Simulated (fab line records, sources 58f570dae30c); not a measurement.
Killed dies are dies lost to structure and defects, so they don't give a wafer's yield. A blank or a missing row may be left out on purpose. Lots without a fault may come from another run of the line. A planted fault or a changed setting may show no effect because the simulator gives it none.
A struck lot beside a sound one | flow berkeley_cmos170 | 15 steps out of a route of 331
Sound: wafers L657.2, L657.3, L657.5. Struck: wafers L650.1, L650.3, L650.6. The cause comes at the end.
At each step with rows: each side's tool, then ch and its chambers, then its first start. Under that, the readings that differ: sound wafers | struck wafers | difference of the means | sigmas: that difference in standard deviations of wafers without a fault.
alike: readings whose means differ by less than 2 such deviations, and words and numbers that are the same on both sides. not compared: withheld readings, readings that some wafer has no value for, bounds like >300 that may hide the same value, and numbers for which the record gives no deviation and whose values overlap.
The two part at a step that has a row with sigmas, a row that says differs or no value, or rows on one side only. Numbers that don't overlap but have no deviation are shown without sigmas and don't part them. A reading that every wafer of one side lacks parts them only if that side has two wafers or more.

UCB170_ACTIVE_THK_MEAS_03:
  sound on film_metro-03, day 7 17:58; struck on film_metro-03, day 6 03:34
  reading               | sound          | struck         | difference | sigmas
  ACTIVE_OXIDE_THK (nm) | 25.3 25.1 25.0 | 26.7 27.2 27.3 | +1.9       | +3
then, 2 steps without rows for these wafers: UCB170_ACTIVE_ANNEAL_04 (time 900 s); UCB170_ACTIVE_CVD_05 (deposits Si3N4 from SiH2Cl2/NH3, target thk 220 nm, time 3300 s).
UCB170_ACTIVE_THK_MEAS_06:
  sound on film_metro-01, day 8 00:43; struck on film_metro-04, day 6 10:29
  alike: ACTIVE_NITRIDE_THK
then, 6 steps without rows for these wafers: UCB170_ACTIVE_HMDS_07 (prime time 60 s); UCB170_ACTIVE_COAT_08 (resist thk 900 nm); UCB170_ACTIVE_SOFTBAKE_09 (time 60 s); UCB170_ACTIVE_EXPOSE_10 (exposes mask ACTIVE, target cd 1200 nm); UCB170_ACTIVE_PEB_11; UCB170_ACTIVE_DEVELOP_12 (develop time 45 s).
UCB170_ACTIVE_CD_MEAS_13: target cd 1200 nm.
  sound on cd_sem-02, day 8 03:14; struck on cd_sem-01, day 6 12:35
  reading    | sound                | struck               | difference | sigmas
  cd_nm (nm) | 1197.4 1197.7 1198.4 | 1200.9 1202.2 1202.3 | +4.0       | +2
UCB170_ACTIVE_OVL_MEAS_14:
  sound on overlay-02, day 8 03:20; struck on overlay-01, day 6 12:42
  alike: ACTIVE_OVL
UCB170_ACTIVE_ETCH_15: etches Si3N4 in CH3F/Ar/O2, stops on SiO2, target depth 242 nm, time 151 s.
  sound on rie_diel-03 ch 0,1,3, day 8 03:22; struck on rie_diel-02 ch 0,1,2, day 6 12:44
  reading                                 | sound             | struck            | difference | sigmas
  model.KrF_of_ACTIVE_COAT_08.thk_nm (nm) | 726.4 729.8 726.6 | 742.4 747.9 747.4 | +18.3      |
  alike: drypump_motor_current_A, oes_product_au, throttle_valve_pct
  not compared: rf_hours_counter_h, model.etch.depth_nm
UCB170_ACTIVE_STRIP_16: strips in O2.
  sound on plasma_asher-02 ch 0,1, day 8 03:28; struck on plasma_asher-02 ch 0,1, day 6 12:50
  reading                      | sound             | struck            | difference | sigmas
  strip_time_to_endpoint_s (s) | 18.14 18.22 18.14 | 18.50 18.65 18.64 | +0.43      | +4
  alike: drypump_motor_current_A, oes_product_au
  not compared: rf_hours_counter_h
UCB170_ACTIVE_CD_MEAS_90: target cd 1200 nm.
  sound on cd_sem-01, day 8 03:35; struck on cd_sem-01, day 6 12:58
  reading    | sound                | struck               | difference | sigmas
  cd_nm (nm) | 1197.2 1197.9 1197.9 | 1201.2 1202.5 1202.7 | +4.5       | +3

WHERE THEY PART
First at UCB170_ACTIVE_THK_MEAS_03; last, within this record, at UCB170_ACTIVE_CD_MEAS_90.

WHY: what the simulator had put in
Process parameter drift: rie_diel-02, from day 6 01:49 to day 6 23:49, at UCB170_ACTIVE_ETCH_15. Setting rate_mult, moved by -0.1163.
